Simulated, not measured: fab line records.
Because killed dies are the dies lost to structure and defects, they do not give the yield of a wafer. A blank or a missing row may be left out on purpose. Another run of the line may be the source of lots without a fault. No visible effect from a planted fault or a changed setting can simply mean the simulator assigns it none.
Split-lot trial + flow rit_cmos + 23 wafers read from 5 lots, route of 202 steps

ON THE SPLIT
At RIT_M1_EXPOSE_06 (exposes mask M12, target cd 2600 nm), the setting dose_mj was moved away from the recipe's 250 on 4 of the 23 wafers read, by -7.4% to +4.1%. All remaining wafers had this setting at the recipe value.

FROM THE SPLIT TO THE READING: what the file shows between them, 7 steps
- RIT_M1_PEB_07
- RIT_M1_DEVELOP_08: develop time 68 s
- RIT_M1_CD_MEAS_09: target cd 2600 nm
- RIT_M1_HARDBAKE_11: time 120 s
- RIT_M1_METAL_ETCH_12: etches Al in Cl2/BCl3, stops on SiO2, time 165 s, target depth 600 nm
- RIT_M1_STRIP_13: strips in nmp, time 600 s
- RIT_M1_STRIP_14: strips in O2, time 180 s

THE READING
Shown in nm: cd_nm at RIT_M1_CD_MEAS_90, with target cd 2600 nm. Typical for fault-free wafers on this fab line: 2600 nm, with standard deviation 3.2 nm.

| wafer  | tool, chamber at the split | dose_mj as run | against the recipe | cd_nm, nm | against lot-mates on the recipe |
|--------|----------------------------|----------------|--------------------|-----------|---------------------------------|
| L077.1 | iline_stepper-02, 0        | 250            | recipe             | 2603      | -                               |
| L077.2 | iline_stepper-02, 0        | 250            | recipe             | 2603      | -                               |
| L077.3 | iline_stepper-02, 0        | 260.2          | +4.1%              | 2593      | -10                             |
| L077.5 | iline_stepper-02, 0        | 260.2          | +4.1%              | 2591      | -12                             |
| L077.6 | iline_stepper-02, 0        | 250            | recipe             | 2602      | -                               |
| L078.1 | iline_stepper-02, 0        | 250            | recipe             | 2592      | -                               |
| L078.2 | iline_stepper-02, 0        | 250            | recipe             | 2596      | -                               |
| L078.3 | iline_stepper-02, 0        | 250            | recipe             | 2597      | -                               |
| L078.5 | iline_stepper-02, 0        | 250            | recipe             | 2593      | -                               |
| L078.6 | iline_stepper-02, 0        | 250            | recipe             | 2597      | -                               |
| L081.1 | iline_stepper-02, 0        | 250            | recipe             | 2599      | -                               |
| L081.2 | iline_stepper-02, 0        | 250            | recipe             | 2602      | -                               |
| L081.3 | iline_stepper-02, 0        | 250            | recipe             | 2600      | -                               |
| L081.4 | iline_stepper-02, 0        | 250            | recipe             | 2597      | -                               |
| L081.5 | iline_stepper-02, 0        | 250            | recipe             | 2602      | -                               |
| L083.1 | iline_stepper-02, 0        | 250            | recipe             | 2603      | -                               |
| L083.3 | iline_stepper-02, 0        | 250            | recipe             | 2607      | -                               |
| L083.4 | iline_stepper-02, 0        | 250            | recipe             | 2605      | -                               |
| L085.1 | iline_stepper-01, 0        | 250            | recipe             | 2600      | -                               |
| L085.2 | iline_stepper-01, 0        | 250            | recipe             | 2600      | -                               |
| L085.3 | iline_stepper-01, 0        | 231.4          | -7.4%              | 2623      | +23                             |
| L085.4 | iline_stepper-01, 0        | 231.4          | -7.4%              | 2622      | +22                             |
| L085.5 | iline_stepper-01, 0        | 250            | recipe             | 2600      | -                               |

THE FIT
A straight line over all 23 wafers: cd_nm changes by -2.76 nm for each +1% of dose_mj; r = -0.89; the points scatter about the line by 3.8 nm.
The same after taking each lot's own level away (the mean of its wafers on the recipe; 23 wafers): -2.92 nm for each +1%; r = -0.98; scatter 1.6 nm.
Per that fit: largest dose_mj move, reading shift of 22 nm.
The span of the lots' own levels, 2595.0 to 2605.0 nm, comes to 3.1 times the standard deviation stated above.
The two slopes agree, so the slope changes little with the lot-to-lot level.
Check: +21.2 nm against its lot-mates is what the line predicts for one of the wafers moved furthest among these (-7.4%) when that wafer is left out of the fit. Against them it came out at +23 nm.

FURTHER SPLITS ON THESE WAFERS
Other splits were also applied to these wafers ahead of the reading. Each is held against what the fit with the lots' levels taken away leaves over:
| other split on the same wafers     | wafers away from the commonest value | r with cd_nm (lot level and that fit taken away) |
|------------------------------------|--------------------------------------|--------------------------------------------------|
| RIT_NWELL_IMPLANT_08 energy_kev    | 5                                    | +0.00                                            |
| RIT_NRETRO_IMPLANT_08 dose_cm2     | 8                                    | +0.18                                            |
| RIT_GATE_DEVELOP_15 develop_time_s | 9                                    | +0.02                                            |
| RIT_PLDD_IMPLANT_08 energy_kev     | 5                                    | +0.31                                            |
| RIT_NSD_IMPLANT_08 energy_kev      | 5                                    | -0.15                                            |
| RIT_PSD_DEVELOP_05 dev_temp_c      | 7                                    | +0.16                                            |
| RIT_CONTACT_COAT_03 resist_thk_nm  | 8                                    | +0.04                                            |
| RIT_M1_SPUTTER_00 power_w          | 7                                    | -0.03                                            |

THE WHOLE CHAIN: every reading that the file lists as answering this split, in the file's order
| step                 | what it does                                                          | reading                                                   | change (the file's fit)              | r (the file's) |
|----------------------|-----------------------------------------------------------------------|-----------------------------------------------------------|--------------------------------------|----------------|
| RIT_M1_CD_MEAS_09    | target cd 2600 nm                                                     | cd_nm                                                     | -2.87 nm for each +1% of the setting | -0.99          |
| RIT_M1_METAL_ETCH_12 | etches Al in Cl2/BCl3, stops on SiO2, time 165 s, target depth 600 nm | M1.cd_nm (the simulator's own value, which no gauge read) | -2.91 nm for each +1% of the setting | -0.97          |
| RIT_M1_CD_MEAS_90    | target cd 2600 nm                                                     | cd_nm                                                     | -2.9 nm for each +1% of the setting  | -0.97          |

THE FILE'S OWN FIT
cd_nm changes by -2.9 nm for each +1% of dose_mj, r = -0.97.
